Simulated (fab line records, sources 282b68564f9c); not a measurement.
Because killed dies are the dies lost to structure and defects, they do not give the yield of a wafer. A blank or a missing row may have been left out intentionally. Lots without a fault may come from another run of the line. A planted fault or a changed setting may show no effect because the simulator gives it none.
fab line records	flow rit-cmos
record: lots: 6	wafers: 18	last-day: 7
route steps=202 shown PRETRO@72 GATE@75 FOX2@80 REOX@98 NLDD@103 SDANNEAL@155 M1@202
lots with no fault: from the same line, run without faults
start-h: hours from the record's first day to the start of the lot's first wafer shown	wait-h: how many hours have passed since the lot's step before this one	" repeats the value in the row above	L1.1+2: several wafers, shown together as one row	- either no value or no given start	* or withheld: withheld	< > ~ a bound
route shown NAME@n: a module of which the file shows steps, and the number in the route of the first	usual: mean/standard deviation taken from wafers without a fault	same: alike in all rows	chamber/n: place in a boat	sites: per-site readings	_std_site: standard deviation of those values	_edge_site: inner sites' mean taken away from outer sites' mean	radius-mm: for every site, how far away it sits from the centre of the wafer	mask NAME#n: copy n	behind: the most recent tool/chamber to have shaped the wafer	hold: reason for holding the lot/hours on hold/outcome of the hold	device: the transistor (n, p or np) that didn't switch	end of line: tests run on the same wafers once the route is complete	step lacking rows: just its recipe	killed: at the first sort, the dies lost to defects and structure; wafer yield is something else	map: the dies of a wafer, with x for killed, . for not killed, _ for no die there
set.NAME: the run value of the setting; set.NAME@STEP: its run value at that earlier step	model.NAME: the simulator's own value behind a step, which no gauge read
certain route steps with their lots: each step a table, each wafer a row
services: from which hour (start-h, from the record's first day; less than 0 if before it) a tool's chamber was out of use, for how many hours, and why
== steps ==
step: RIT_PRETRO_IMPLANT_08
recipe: species: B	energy-kev: 45	dose-cm2: 1.21e+13	tilt-deg: 7
step: RIT_PRETRO_STRIP_09
recipe: chemistry: O2	time-s: 180	resist: NOVOLAK	platen-temp-c: withheld	power-w: 500	pressure-mtorr: 4000	o2-flow-sccm: 4000
usual: drypump-motor-current-A: 5.6/0.46
lot.wafer	tool	chamber	start-h	wait-h	drypump-motor-current-A	rf-hours-counter-h
L501.1	plasma-asher-01	0	32.58	0.1	4.8	38
L501.2	"	1	"	"	5.8	38
L501.5	"	0	"	"	4.8	-
L503.1	plasma-asher-02	0	40.80	0.1	5.2	40
L503.2	"	1	"	"	6.2	40
L503.4	"	0	"	"	5.2	-
L506.4	plasma-asher-02	0	58.32	0.1	5.2	-
L506.5	"	0	"	"	5.2	-
L506.6	"	1	"	"	6.2	-
L520.1	plasma-asher-04	0	126.70	0.1	6.0	36
L520.4	"	0	"	"	6.1	-
L520.6	"	0	"	"	6.0	-
L522.1	plasma-asher-01	0	136.82	0.1	4.8	51
L522.5	"	1	"	"	5.7	-
L522.6	"	0	"	"	4.8	-
L524.1	plasma-asher-04	0	147.35	0.1	6.0	38
L524.3	"	1	"	"	5.4	-
L524.5	"	0	"	"	6.0	-
step: RIT_PRETRO_TW_MEAS_10
usual: PRETRO_TW: 475/4.2
lot.wafer	tool	chamber	start-h	wait-h	PRETRO_TW
L501.1	film-metro-04	-	32.76	0.1	475
L501.2	"	-	"	"	476
L501.5	"	-	"	"	473
L503.1	film-metro-01	-	40.97	0.1	479
L503.2	"	-	"	"	480
L503.4	"	-	"	"	481
L506.4	film-metro-04	-	58.47	0.1	472
L506.5	"	-	"	"	472
L506.6	"	-	"	"	472
L520.1	film-metro-01	-	126.87	0.1	479
L520.4	"	-	"	"	478
L520.6	"	-	"	"	478
L522.1	film-metro-04	-	136.99	0.1	474
L522.5	"	-	"	"	473
L522.6	"	-	"	"	475
L524.1	film-metro-04	-	147.53	0.1	474
L524.3	"	-	"	"	472
L524.5	"	-	"	"	471
step: RIT_GATE_WET_ETCH_00
recipe: chemistry: BOE	target: SiO2	target-depth-nm: 56	time-s: 60	dry: n2-spin	dilution: 10:1	temp-c: 21.5
step: RIT_GATE_CLEAN_01
recipe: chemistry: SC1	mix: 3:3:50	time-s: 600	temp-c: 75
step: RIT_GATE_CLEAN_02
recipe: chemistry: dHF	dilution: 50:1	time-s: 30
step: RIT_GATE_CLEAN_03
recipe: chemistry: SC2	mix: 3:3:50	time-s: 600	temp-c: 75	dry: n2-spin
step: RIT_GATE_CLEAN_04
recipe: chemistry: dHF	dilution: 50:1	time-s: 60	dry: n2-spin
step: RIT_FOX2_THK_MEAS_91
recipe: reads: SiO2_of_FOX2_OXIDATION_00
usual: FIELD_OXIDE_LEFT_2_THK: 257/6.7
lot.wafer	tool	chamber	start-h	wait-h	FIELD_OXIDE_LEFT_2_THK[nm]
L501.1	film-metro-03	-	33.23	0.0	262
L501.2	"	-	"	"	262
L501.5	"	-	"	"	261
L503.1	film-metro-04	-	41.47	0.0	257
L503.2	"	-	"	"	264
L503.4	"	-	"	"	263
L506.4	film-metro-03	-	59.01	0.0	259
L506.5	"	-	"	"	262
L506.6	"	-	"	"	258
L520.1	film-metro-03	-	127.35	0.0	245
L520.4	"	-	"	"	248
L520.6	"	-	"	"	250
L522.1	film-metro-02	-	137.51	0.0	248
L522.5	"	-	"	"	246
L522.6	"	-	"	"	251
L524.1	film-metro-02	-	148.04	0.0	242
L524.3	"	-	"	"	248
L524.5	"	-	"	"	246
step: RIT_GATE_OXIDATION_05
recipe: temp-c: 900	ambient: O2	target-thk-a: 30	ox-time-s: 270
step: RIT_GATE_ANNEAL_06
recipe: temp-c: 900	time-s: 600	ambient: N2O
step: RIT_GATE_THK_MEAS_07
recipe: reads: SiO2_of_GATE_OXIDATION_05
usual: GATE_OXIDE_THK: 3.02/0.069
lot.wafer	tool	chamber	start-h	wait-h	GATE_OXIDE_THK[nm]
L501.1	film-metro-02	-	34.62	0.0	2.92
L501.2	"	-	"	"	3.03
L501.5	"	-	"	"	2.99
L503.1	film-metro-03	-	43.12	0.0	2.97
L503.2	"	-	"	"	3.01
L503.4	"	-	"	"	2.98
L506.4	film-metro-02	-	61.21	0.0	3.10
L506.5	"	-	"	"	3.09
L506.6	"	-	"	"	3.07
L520.1	film-metro-04	-	129.72	0.0	2.98
L520.4	"	-	"	"	3.00
L520.6	"	-	"	"	3.01
L522.1	film-metro-02	-	139.64	0.0	3.03
L522.5	"	-	"	"	2.94
L522.6	"	-	"	"	2.98
L524.1	film-metro-03	-	149.43	0.0	3.04
L524.3	"	-	"	"	2.98
L524.5	"	-	"	"	2.99
step: RIT_GATE_CVD_08
recipe: material: poly-Si	target-thk-nm: 250	temp-c: 610	precursor: SiH4	time-s: 2220	pressure-mtorr: 300	sih4-flow-sccm: 100
usual: pressure-mtorr: 299.8/0.61	spike-tc-source-C: 630.1/2.2
lot.wafer	tool	chamber	start-h	wait-h	pressure-mtorr	spike-tc-source-C	model.poly-Si_of_GATE_CVD_08.thk-nm
L501.1	lpcvd-01	1	34.68	0.1	300.5	632.1	254.1
L501.2	"	1	"	"	300.0	629.3	251.1
L501.5	"	1	"	"	300.6	629.4	253
L503.1	lpcvd-02	0	43.18	0.1	300.3	632.1	241.7
L503.2	"	0	"	"	299.6	634.0	242.3
L503.4	"	0	"	"	299.2	631.5	241.9
L506.4	lpcvd-01	0	61.24	0.0	299.6	628.0	248.3
L506.5	"	0	"	"	300.6	626.7	247
L506.6	"	0	"	"	299.5	625.7	249.5
L520.1	lpcvd-01	0	129.78	0.1	300.0	626.4	271.3
L520.4	"	0	"	"	300.0	628.4	272.2
L520.6	"	0	"	"	300.0	626.5	270.4
L522.1	lpcvd-01	0	139.70	0.1	298.9	626.9	269.8
L522.5	"	0	"	"	299.1	625.4	267.4
L522.6	"	0	"	"	300.9	625.5	268.4
L524.1	lpcvd-01	1	149.49	0.1	299.2	629.2	248.9
L524.3	"	1	"	"	300.6	632.2	249.4
L524.5	"	1	"	"	299.6	629.5	247.8
step: RIT_GATE_THK_MEAS_09
recipe: reads: poly-Si_of_GATE_CVD_08
usual: GATE_POLY_THK: 248.8/2.8
lot.wafer	tool	chamber	start-h	wait-h	GATE_POLY_THK[nm]
L501.1	film-metro-04	-	36.29	0.0	254.3
L501.2	"	-	"	"	251.2
L501.5	"	-	"	"	253.0
L503.1	film-metro-03	-	44.80	0.0	241.5
L503.2	"	-	"	"	242.2
L503.4	"	-	"	"	242.0
L506.4	film-metro-03	-	62.88	0.0	248.2
L506.5	"	-	"	"	247.1
L506.6	"	-	"	"	249.6
L520.1	film-metro-03	-	131.40	0.0	271.2
L520.4	"	-	"	"	272.3
L520.6	"	-	"	"	270.5
L522.1	film-metro-04	-	141.31	0.0	269.6
L522.5	"	-	"	"	267.3
L522.6	"	-	"	"	268.7
L524.1	film-metro-02	-	151.11	0.0	249.0
L524.3	"	-	"	"	249.4
L524.5	"	-	"	"	247.7
step: RIT_GATE_HMDS_10
recipe: prime-time-s: 60	prime-temp-c: 140
step: RIT_GATE_COAT_11
recipe: resist: NOVOLAK	spin-rpm: 4250	resist-thk-nm: 850
step: RIT_GATE_SOFTBAKE_12
recipe: resist: NOVOLAK	temp-c: 90	time-s: 60
step: RIT_GATE_EXPOSE_13
recipe: mask-id: M6	na: 0.6	source-shape: conventional	sigma-outer: 0.6	target-cd-nm: 150	dose-mj: 380
step: RIT_GATE_PEB_14
recipe: resist: NOVOLAK	temp-c: withheld	time-s: withheld
step: RIT_GATE_DEVELOP_15
recipe: resist: NOVOLAK	develop-time-s: 47.86	dev-temp-c: 23
step: RIT_GATE_CD_MEAS_16
recipe: target-cd-nm: 150
usual: cd-nm: 149.6/2.5
lot.wafer	tool	chamber	start-h	wait-h	cd-nm
L501.1	cd-sem-01	-	37.21	-	151.6
L501.2	"	-	"	"	153.7
L501.5	"	-	"	"	151.4
L503.1	cd-sem-01	-	45.84	-	148.3
L503.2	"	-	"	"	150.7
L503.4	"	-	"	"	151.9
L506.4	cd-sem-01	-	63.82	-	151.6
L506.5	"	-	"	"	154.3
L506.6	"	-	"	"	150.8
L520.1	cd-sem-01	-	132.31	-	153.1
L520.4	"	-	"	"	152.1
L520.6	"	-	"	"	153.7
L522.1	cd-sem-01	-	142.26	-	152.4
L522.5	"	-	"	"	152.5
L522.6	"	-	"	"	154.9
L524.1	cd-sem-01	-	152.02	-	148.1
L524.3	"	-	"	"	148.8
L524.5	"	-	"	"	149.6
step: RIT_GATE_OVL_MEAS_17
usual: GATE_OVL: -1.2/1.4
lot.wafer	tool	chamber	start-h	wait-h	GATE_OVL[nm]
L501.1	overlay-02	-	37.33	0.1	0.7
L501.2	"	-	"	"	-0.4
L501.5	"	-	"	"	-0.1
L503.1	overlay-01	-	45.96	0.1	1.5
L503.2	"	-	"	"	0.3
L503.4	"	-	"	"	0.8
L506.4	overlay-01	-	63.90	0.1	-2.3
L506.5	"	-	"	"	-2.9
L506.6	"	-	"	"	-2.4
L520.1	overlay-01	-	132.43	0.1	0.9
L520.4	"	-	"	"	-0.2
L520.6	"	-	"	"	-0.3
L522.1	overlay-02	-	142.38	0.1	0.2
L522.5	"	-	"	"	1.0
L522.6	"	-	"	"	-1.8
L524.1	overlay-02	-	152.14	0.1	0.5
L524.3	"	-	"	"	-0.5
L524.5	"	-	"	"	1.0
step: RIT_GATE_HARDBAKE_18
recipe: resist: NOVOLAK	temp-c: 140	time-s: 60
step: RIT_GATE_ETCH_19
recipe: chemistry: SF6/CHF3/O2	time-s: 165	SF6_flow_sccm: 30	CHF3_flow_sccm: 30	O2_flow_sccm: 5	target: poly-Si	pressure-mtorr: 40	rf-w: 160	target-depth-a: 3125	over-etch-frac: 0.25	stop-on: SiO2
usual: CHF3_flow_sccm: 30.01/0.089	drypump-motor-current-A: 5.7/0.67	oes-product-au: 0.842/0.011	throttle-valve-pct: 10.22/0.17
lot.wafer	tool	chamber	start-h	wait-h	CHF3_flow_sccm	drypump-motor-current-A	oes-product-au	rf-hours-counter-h	throttle-valve-pct	model.GATE.feature-depth-nm	model.etch.depth-nm
L501.1	rie-si-01	1	37.51	0.1	29.87	5.5	0.847	143	10.20	254.1	254.1
L501.2	"	3	"	"	29.91	6.0	0.852	1	10.22	251.1	251.1
L501.5	"	1	"	"	29.90	5.5	0.840	-	10.20	253	253
L503.1	rie-si-01	0	46.14	0.1	29.95	6.3	0.837	2	10.44	241.7	241.7
L503.2	"	1	"	"	30.21	5.5	0.827	143	10.21	242.3	242.3
L503.4	"	3	"	"	29.96	6.0	0.823	1	10.22	241.9	241.9
L506.4	rie-si-02	1	64.07	0.1	29.97	4.8	0.840	144	10.55	248.3	248.3
L506.5	"	1	"	"	29.96	4.8	0.833	-	10.54	247	247
L506.6	"	2	"	"	30.13	4.7	0.839	-	10.09	249.5	249.5
L520.1	rie-si-02	1	132.71	0.1	29.96	4.8	0.890	144	10.56	271.3	271.3
L520.4	"	3	"	"	29.95	6.8	0.903	84	10.18	272.2	272.2
L520.6	"	1	"	"	30.07	4.7	0.877	-	10.54	270.4	270.4
L522.1	rie-si-02	2	142.56	0.1	29.97	4.8	0.884	93	10.12	269.8	269.8
L522.5	"	3	"	"	29.96	6.8	0.887	-	10.20	267.4	267.4
L522.6	"	2	"	"	30.13	4.7	0.885	-	10.07	268.4	268.4
L524.1	rie-si-02	2	152.32	0.1	29.89	4.7	0.834	93	10.11	248.9	248.9
L524.3	"	0	"	"	30.05	6.1	0.853	25	10.02	249.4	249.4
L524.5	"	0	"	"	29.98	6.1	0.839	-	10.02	247.8	247.8
step: RIT_GATE_STRIP_20
recipe: chemistry: O2	time-s: 180	resist: NOVOLAK	platen-temp-c: withheld	power-w: 500	pressure-mtorr: 4000	o2-flow-sccm: 4000
usual: drypump-motor-current-A: 5.7/0.49
lot.wafer	tool	chamber	start-h	wait-h	drypump-motor-current-A	rf-hours-counter-h
L501.1	plasma-asher-04	1	37.62	0.1	5.4	25
L501.2	"	0	"	"	6.0	25
L501.5	"	0	"	"	6.1	-
L503.1	plasma-asher-02	0	46.25	0.1	5.2	41
L503.2	"	1	"	"	6.2	41
L503.4	"	0	"	"	5.2	-
L506.4	plasma-asher-02	0	64.24	0.1	5.2	-
L506.5	"	0	"	"	5.2	-
L506.6	"	1	"	"	6.2	-
L520.1	plasma-asher-04	0	132.81	0.1	6.0	36
L520.4	"	0	"	"	6.0	-
L520.6	"	1	"	"	5.4	-
L522.1	plasma-asher-04	0	142.67	0.1	6.0	37
L522.5	"	1	"	"	5.4	-
L522.6	"	0	"	"	6.0	-
L524.1	plasma-asher-04	0	152.43	0.1	6.1	38
L524.3	"	1	"	"	5.4	-
L524.5	"	1	"	"	5.4	-
step: RIT_GATE_CD_MEAS_90
recipe: target-cd-nm: 150
usual: cd-nm: 149.6/2.5
lot.wafer	tool	chamber	start-h	wait-h	cd-nm
L501.1	cd-sem-01	-	40.26	2.6	151.2
L501.2	"	-	"	"	153.7
L501.5	"	-	"	"	151.3
L503.1	cd-sem-01	-	46.43	0.1	148.5
L503.2	"	-	"	"	150.1
L503.4	"	-	"	"	151.6
L506.4	cd-sem-01	-	64.41	0.1	151.3
L506.5	"	-	"	"	153.9
L506.6	"	-	"	"	150.8
L520.1	cd-sem-01	-	132.99	0.1	152.7
L520.4	"	-	"	"	151.7
L520.6	"	-	"	"	153.8
L522.1	cd-sem-02	-	142.84	0.1	152.4
L522.5	"	-	"	"	153.0
L522.6	"	-	"	"	154.9
L524.1	cd-sem-02	-	152.61	0.1	147.8
L524.3	"	-	"	"	149.0
L524.5	"	-	"	"	149.1
step: RIT_REOX_CLEAN_00
recipe: chemistry: SC1	mix: 3:3:50	time-s: 600	temp-c: 75
step: RIT_REOX_CLEAN_01
recipe: chemistry: dHF	dilution: 50:1	time-s: 30
step: RIT_REOX_CLEAN_02
recipe: chemistry: SC2	mix: 3:3:50	time-s: 600	temp-c: 75	dry: n2-spin
step: RIT_REOX_OXIDATION_03
recipe: temp-c: 900	ambient: O2	target-thk-a: 252	ox-time-s: 5310
step: RIT_REOX_THK_MEAS_04
recipe: reads: SiO2_of_REOX_OXIDATION_03
usual: REOX_OXIDE_THK: 24.4/0.5
lot.wafer	tool	chamber	start-h	wait-h	REOX_OXIDE_THK[nm]
L501.1	film-metro-01	-	43.33	0.0	24.7
L501.2	"	-	"	"	25.0
L501.5	"	-	"	"	24.9
L503.1	film-metro-03	-	49.60	0.0	25.1
L503.2	"	-	"	"	24.3
L503.4	"	-	"	"	24.7
L506.4	film-metro-01	-	67.42	0.0	24.4
L506.5	"	-	"	"	24.3
L506.6	"	-	"	"	24.1
L520.1	film-metro-03	-	136.03	0.0	24.9
L520.4	"	-	"	"	25.2
L520.6	"	-	"	"	24.7
L522.1	film-metro-01	-	146.67	0.0	23.7
L522.5	"	-	"	"	23.4
L522.6	"	-	"	"	23.7
L524.1	film-metro-04	-	155.66	0.0	24.3
L524.3	"	-	"	"	24.4
L524.5	"	-	"	"	24.3
step: RIT_NLDD_HMDS_00
recipe: prime-time-s: 60	prime-temp-c: 140
step: RIT_NLDD_COAT_01
recipe: resist: NOVOLAK	spin-rpm: 3250	resist-thk-nm: 1000
step: RIT_NLDD_SOFTBAKE_02
recipe: resist: NOVOLAK	temp-c: 90	time-s: 60
step: RIT_NLDD_EXPOSE_03
recipe: mask-id: M7	na: 0.57	target-cd-nm: 40700	dose-mj: 250
step: RIT_NLDD_PEB_04
recipe: resist: NOVOLAK	temp-c: withheld	time-s: withheld
step: RIT_NLDD_DEVELOP_05
recipe: resist: NOVOLAK	develop-time-s: 50	dev-temp-c: 23
step: RIT_NLDD_OVL_MEAS_06
usual: NLDD_OVL: 0.1/1.5
lot.wafer	tool	chamber	start-h	wait-h	NLDD_OVL[nm]
L501.1	overlay-02	-	44.32	-	1.2
L501.2	"	-	"	"	0.1
L501.5	"	-	"	"	1.7
L503.1	overlay-02	-	50.51	-	4.0
L503.2	"	-	"	"	2.1
L503.4	"	-	"	"	2.1
L506.4	overlay-02	-	68.44	-	1.8
L506.5	"	-	"	"	0.4
L506.6	"	-	"	"	1.1
L520.1	overlay-01	-	137.08	-	0.8
L520.4	"	-	"	"	1.2
L520.6	"	-	"	"	-0.1
L522.1	overlay-01	-	147.89	-	0.2
L522.5	"	-	"	"	-3.8
L522.6	"	-	"	"	-1.4
L524.1	overlay-02	-	156.69	-	-0.8
L524.3	"	-	"	"	-1.0
L524.5	"	-	"	"	-2.7
step: RIT_NLDD_HARDBAKE_07
recipe: resist: NOVOLAK	temp-c: 140	time-s: 60
step: RIT_NLDD_IMPLANT_08
recipe: species: P	energy-kev: 20	dose-cm2: 5.052e+14	tilt-deg: 7
step: RIT_NLDD_STRIP_09
recipe: chemistry: O2	time-s: 180	resist: NOVOLAK	platen-temp-c: withheld	power-w: 500	pressure-mtorr: 4000	o2-flow-sccm: 4000
usual: drypump-motor-current-A: 5.5/0.53
lot.wafer	tool	chamber	start-h	wait-h	drypump-motor-current-A	rf-hours-counter-h
L501.1	plasma-asher-02	1	44.66	0.1	6.2	41
L501.2	"	0	"	"	5.2	41
L501.5	"	0	"	"	5.2	-
L503.1	plasma-asher-02	0	50.85	0.1	5.2	41
L503.2	"	1	"	"	6.2	41
L503.4	"	0	"	"	5.2	-
L506.4	plasma-asher-02	0	68.82	0.1	5.2	-
L506.5	"	1	"	"	6.2	-
L506.6	"	0	"	"	5.2	-
L520.1	plasma-asher-02	0	137.42	0.1	5.2	2
L520.4	"	0	"	"	5.2	-
L520.6	"	1	"	"	6.2	-
L522.1	plasma-asher-02	1	148.23	0.1	6.2	3
L522.5	"	1	"	"	6.2	-
L522.6	"	0	"	"	5.2	-
L524.1	plasma-asher-03	0	157.03	0.1	5.0	49
L524.3	"	0	"	"	5.0	-
L524.5	"	1	"	"	6.1	-
step: RIT_NLDD_TW_MEAS_10
usual: NLDD_TW: 2497/15
lot.wafer	tool	chamber	start-h	wait-h	NLDD_TW
L501.1	film-metro-01	-	44.83	0.1	2518
L501.2	"	-	"	"	2514
L501.5	"	-	"	"	2508
L503.1	film-metro-01	-	51.02	0.1	2522
L503.2	"	-	"	"	2511
L503.4	"	-	"	"	2517
L506.4	film-metro-02	-	68.97	0.1	2506
L506.5	"	-	"	"	2484
L506.6	"	-	"	"	2505
L520.1	film-metro-03	-	137.59	0.1	2504
L520.4	"	-	"	"	2505
L520.6	"	-	"	"	2489
L522.1	film-metro-01	-	148.40	0.1	2494
L522.5	"	-	"	"	2504
L522.6	"	-	"	"	2511
L524.1	film-metro-03	-	157.20	0.1	2498
L524.3	"	-	"	"	2505
L524.5	"	-	"	"	2503
step: RIT_SDANNEAL_CLEAN_02
recipe: chemistry: SC2	mix: 3:3:50	time-s: 600	temp-c: 75	dry: n2-spin
usual: temp-c: 75.02/0.13
lot.wafer	tool	chamber	start-h	wait-h	temp-c	model.poly-Si_of_GATE_CVD_08.thk-nm
L501.1	wet-bench-03	1	52.28	0.0	75.02	167.8
L501.2	"	1	"	"	75.21	165.3
L501.5	"	1	"	"	74.97	164.6
L503.1	wet-bench-01	0	58.38	0.0	74.95	155.1
L503.2	"	0	"	"	74.95	154
L503.4	"	0	"	"	75.00	155.4
L506.4	wet-bench-04	1	76.24	0.0	75.02	161.3
L506.5	"	1	"	"	74.93	160.4
L506.6	"	1	"	"	74.73	161.4
L520.1	wet-bench-01	3	145.22	0.0	74.95	185.6
L520.4	"	3	"	"	75.07	186.9
L520.6	"	3	"	"	75.20	183.2
L522.1	wet-bench-01	2	155.73	0.0	74.93	182.2
L522.5	"	2	"	"	75.05	181
L522.6	"	2	"	"	74.98	180
L524.1	wet-bench-03	2	164.59	0.0	75.18	162.5
L524.3	"	2	"	"	75.03	164
L524.5	"	2	"	"	74.98	160.8
step: RIT_M1_PROBE_99
usual: killed-at-contacts: 0.1/0.36	killed-at-front-end: 7.2/2.9	killed-dies: 7.4/2.9	killed-open: 3.8/2	killed-short: 3.5/2
same: gross-dies: 264	killed_at_M0_to_M3: 0	killed_at_M4_up: 0	killed-at-back-side: 0	killed-at-other: 0
lot.wafer	tool	chamber	start-h	wait-h	killed-at-contacts	killed-at-front-end	killed-dies	killed-open	killed-short	model.etest.nmos-turned.drive-ua-um	model.etest.poly-comb-over-steps.leak-log10-a-um
L501.1	prober-02	-	59.97	0.1	0	13	13	4	9	332.2	-12.93
L501.2	prober-02	-	60.02	0.1	0	11	11	7	4	327.8	-12.7
L501.5	prober-02	-	60.17	0.2	1	9	10	5	5	326.8	-12.83
L503.1	prober-02	-	66.33	0.1	0	5	5	3	2	337	-12.78
L503.2	prober-02	-	66.38	0.1	0	5	5	2	3	350.2	-12.83
L503.4	prober-02	-	66.48	0.2	0	5	5	3	2	341.6	-12.76
L506.4	prober-01	-	84.35	0.2	0	9	9	5	4	341.2	-12.69
L506.5	prober-01	-	84.40	0.2	0	11	11	7	4	337.9	-12.89
L506.6	prober-01	-	84.45	0.2	0	8	8	5	3	345.6	-12.68
L520.1	prober-02	-	153.02	0.1	0	6	6	3	3	287.6	-10.96
L520.4	prober-02	-	153.17	0.2	0	11	11	4	7	279.7	-11.96
L520.6	prober-02	-	153.27	0.2	0	10	10	6	4	289.7	-10.6
L522.1	prober-02	-	163.32	0.1	0	7	7	6	1	308.7	-12.35
L522.5	prober-02	-	163.52	0.2	0	5	5	1	4	318.5	-12.59
L522.6	prober-02	-	163.57	0.2	0	17	17	8	9	306.5	-12.27
L524.1	prober-02	-	172.25	0.1	0	12	12	6	6	332.4	-12.89
L524.3	prober-02	-	172.35	0.2	0	7	7	2	5	326.6	-12.94
L524.5	prober-02	-	172.45	0.2	0	8	8	4	4	332.9	-12.96
killed by level:class
L501.1 GATE:geometric-particle:short=6 SPACER:geometric-particle:open=3 FOX1:geometric-particle:open=1 FOX2:geometric-particle:short=1 REOX:geometric-particle:short=1 SPACER:geometric-particle:short=1
L501.2 GATE:geometric-particle:open=6 GATE:geometric-particle:short=2 FOX1:geometric-particle:short=1 SPACER:geometric-particle:short=1 SPACER:geometric-particle:open=1
L501.5 GATE:geometric-particle:open=5 SPACER:geometric-particle:short=2 FOX2:geometric-particle:short=1 GATE:geometric-particle:short=1 CONTACT:geometric-particle:short=1
L503.1 GATE:geometric-particle:open=2 FOX1:geometric-particle:short=1 GATE:geometric-particle:short=1 REOX:geometric-particle:open=1
L503.2 REOX:geometric-particle:open=2 FOX1:geometric-particle:short=1 GATE:geometric-particle:short=1 SPACER:geometric-particle:short=1
L503.4 GATE:geometric-particle:open=2 FOX1:geometric-particle:short=1 FOX1:geometric-particle:open=1 GATE:geometric-particle:short=1
L506.4 GATE:geometric-particle:open=2 FOX1:geometric-particle:short=1 FOX2:geometric-particle:open=1 FOX2:geometric-particle:short=1 GATE:geometric-particle:short=1 SPACER:geometric-particle:open=1 SILICIDE:geometric-particle:open=1 SILICIDE:geometric-particle:short=1
L506.5 FOX1:geometric-particle:open=3 GATE:geometric-particle:open=2 GATE:geometric-particle:short=2 FOX1:geometric-particle:short=1 FOX2:geometric-particle:open=1 FOX2:geometric-particle:short=1 SILICIDE:geometric-particle:open=1
L506.6 FOX2:geometric-particle:open=2 FOX1:geometric-particle:short=1 GATE:geometric-particle:open=1 SPACER:geometric-particle:open=1 SPACER:geometric-particle:short=1 SILICIDE:geometric-particle:short=1 SILICIDE:geometric-particle:open=1
L520.1 GATE:geometric-particle:open=2 SILICIDE:geometric-particle:short=2 SPACER:geometric-particle:short=1 SILICIDE:geometric-particle:open=1
L520.4 FOX1:geometric-particle:short=2 GATE:geometric-particle:short=2 SPACER:geometric-particle:open=2 FOX2:geometric-particle:short=1 GATE:geometric-particle:open=1 SPACER:geometric-particle:short=1 SILICIDE:geometric-particle:short=1 SILICIDE:geometric-particle:open=1
L520.6 GATE:geometric-particle:open=2 SILICIDE:geometric-particle:short=2 SILICIDE:geometric-particle:open=2 FOX2:geometric-particle:short=1 REOX:geometric-particle:short=1 REOX:geometric-particle:open=1 SPACER:geometric-particle:open=1
L522.1 GATE:geometric-particle:open=4 SPACER:geometric-particle:open=2 GATE:geometric-particle:short=1
L522.5 FOX1:geometric-particle:short=2 FOX1:geometric-particle:open=1 GATE:geometric-particle:short=1 SILICIDE:geometric-particle:short=1
L522.6 FOX1:geometric-particle:short=3 GATE:geometric-particle:short=3 GATE:geometric-particle:open=3 FOX1:geometric-particle:open=2 SILICIDE:geometric-particle:open=2 ACTIVE:geometric-particle:short=1 FOX2:geometric-particle:open=1 REOX:geometric-particle:short=1
L524.1 FOX1:geometric-particle:open=4 FOX1:geometric-particle:short=2 GATE:geometric-particle:short=2 FOX2:geometric-particle:short=1 GATE:geometric-particle:open=1 SILICIDE:geometric-particle:short=1 SILICIDE:geometric-particle:open=1
L524.3 FOX1:geometric-particle:short=2 REOX:geometric-particle:short=2 FOX1:geometric-particle:open=1 GATE:geometric-particle:short=1 GATE:geometric-particle:open=1
L524.5 GATE:geometric-particle:open=2 GATE:geometric-particle:short=2 SILICIDE:geometric-particle:short=2 FOX2:geometric-particle:open=1 SILICIDE:geometric-particle:open=1
== services ==
tool	chamber	start-h	hours	kind
plasma-asher-03	-	32.97	16.7	repair
plasma-asher-04	-	46.32	3.4	repair
plasma-asher-03	-	62.75	3.1	repair
plasma-asher-03	-	66.82	15.6	pm
rie-si-01	0	67.39	0.9	repair
rie-si-01	2	82.81	-	clean
rie-si-01	2	82.81	15.3	scheduled-down
rie-si-01	2	82.81	15.3	vent-cycle
rie-si-02	1	106.46	2.9	repair
plasma-asher-02	-	107.56	3.9	repair
plasma-asher-04	-	108.75	1.5	repair
plasma-asher-02	-	111.42	9.0	pm
plasma-asher-02	0	111.42	9.0	vent-cycle
plasma-asher-02	1	111.42	9.0	vent-cycle
plasma-asher-02	0	120.42	-	clean
plasma-asher-02	1	120.42	-	clean
rie-si-02	2	138.31	3.5	repair
rie-si-02	1	141.82	-	clean
rie-si-02	1	141.82	18.2	scheduled-down
rie-si-02	1	141.82	18.2	vent-cycle
rie-si-01	1	143.67	-	clean
rie-si-01	1	143.67	20.2	scheduled-down
rie-si-01	1	143.67	20.2	vent-cycle
lpcvd-02	-	163.55	2.7	repair
== key ==
first-sign: step: RIT_GATE_THK_MEAS_09	reading: GATE_POLY_THK	direction: up	sigmas: 7.4	usual: 248.8	struck: 269.9
effect: step: RIT_GATE_ETCH_19	reading: oes-product-au	direction: up	sigmas: 4.1	usual: 0.842	struck: 0.888
model-effect: step: RIT_GATE_CVD_08	value: poly-Si_of_GATE_CVD_08.thk-nm	without: 249.9	struck: 269.9
model-effect: step: RIT_GATE_ETCH_19	value: GATE.feature-depth-nm	without: 249.9	struck: 269.9
model-effect: step: RIT_SDANNEAL_CLEAN_02	value: poly-Si_of_GATE_CVD_08.thk-nm	without: 163.2	struck: 183.2
model-effect: step: RIT_M1_PROBE_99	value: etest.nmos-turned.drive-ua-um	without: 330.7	struck: 298.4
met-at RIT_GATE_CVD_08
struck-wafers L520.1,L520.4,L520.6,L522.1,L522.5,L522.6
tester-left-out L520,L522
onset-between 61.24 129.78
fault: kind: process-parameter-drift	tool: lpcvd-01	chamber: 0	onset-h: 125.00	steps: RIT_GATE_CVD_08	channel: target-thk-nm	offset: 20	shape: step	end-h: 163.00	acts-in: these-recipes-only	stated: 250
tester-left-out: of these lots the tester's yield and bins aren't shown, on N5 and GAA mostly nor the transistor test; their killed dies are dies lost to structure and defects alone, not to doping, threshold or leakage, so they don't give the yield
